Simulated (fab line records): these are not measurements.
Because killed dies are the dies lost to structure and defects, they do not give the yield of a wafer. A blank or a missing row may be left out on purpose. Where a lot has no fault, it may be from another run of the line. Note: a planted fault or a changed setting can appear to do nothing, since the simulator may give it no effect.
Code-filled problem report in 8D (eight disciplines) form    flow berkeleyCmos170    the parts of the form that need people (team, actions taken, sign-off) are left out

== 1. THE ISSUE ==
Wafers without a fault read 31.31, standard deviation 0.031; exposureDoseMJCm2 at UCB170_PSD_EXPOSE_03 reads a mean of 32.04 on 6 wafers belonging to 2 lots. Relative to the usual mean, that is a shift of +24 standard deviations.
The step: exposes mask PSELECT MOD, target cd 1200 nm.
First seen on wafer L229.3, day 8 13:52, on krfScanner-01. At this step, 42 wafers from 14 lots have a number in the record. Rule for "out" (also "out of limits"): further than 4 standard deviations from the usual mean. The other wafers with a number count as sound.

== 2. WHAT THIS IS AND IS NOT ==
question                     is                      is not
which readings at this step  exposureDoseMJCm2       focusOffsetNm
which lots                   L229, L232              L220, L221, L222, L223, L225, L233, L234, L237, L238, L239, L240, L241
which wafers of those lots   all that have a number  -
read on which tools          krfScanner-01           krfScanner-02
when                         from day 8 13:52        up to then (15 sound wafers); but 21 sound wafers of L233, L234, L237, L238, L239, L240, L241 came after

== 3. WHAT RULES OUT EACH SUSPECT ==
Counting: a tool at a process step up to the reading stays a suspect if it ran every lot that is out and no sound lot after the first of them.
- krfScanner-01 at UCB170_PSD_EXPOSE_03 (exposes mask PSELECT MOD, target cd 1200 nm): kept. It ran every lot that is out, first L229 (day 8 13:52), and no sound lot after that; its last sound lot up to then is L225 (day 7 14:53). Its own exposureDoseMJCm2 readings are out on those wafers.
Left after counting: krfScanner-01 at UCB170_PSD_EXPOSE_03.

== 4. THE CAUSE (what the simulator had put in) ==
Process parameter drift: krfScanner-01, from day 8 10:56 on, at UCB170_PSD_EXPOSE_03. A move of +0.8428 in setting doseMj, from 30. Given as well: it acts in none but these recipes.
Only this tool survived the counting.

== 5. SEQUENCE OF EFFECTS, ordered by route ==
Rows list readings where the struck wafers' mean (over those with a number) sits beyond 3 standard deviations from the usual. Scope: only readings with a usual standard deviation given in the record; hours: median across lots of the time from each lot's start at the first step in this table that gives one to its start at this step; sigmas: change in usual standard deviations.
hours  step                  reading            usual  on struck wafers  change  sigmas
0      UCB170_PSD_EXPOSE_03  exposureDoseMJCm2  31.31  32.04             +0.73   +24
It contains these process steps:
- UCB170_PSD_EXPOSE_03: exposes mask PSELECT MOD, target cd 1200 nm.

== 6. HOW IT WOULD HAVE BEEN CAUGHT EARLIER ==
3 hours passed between the start of the fault at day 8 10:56 and the first reading out of limits in this record, taken at day 8 13:52.
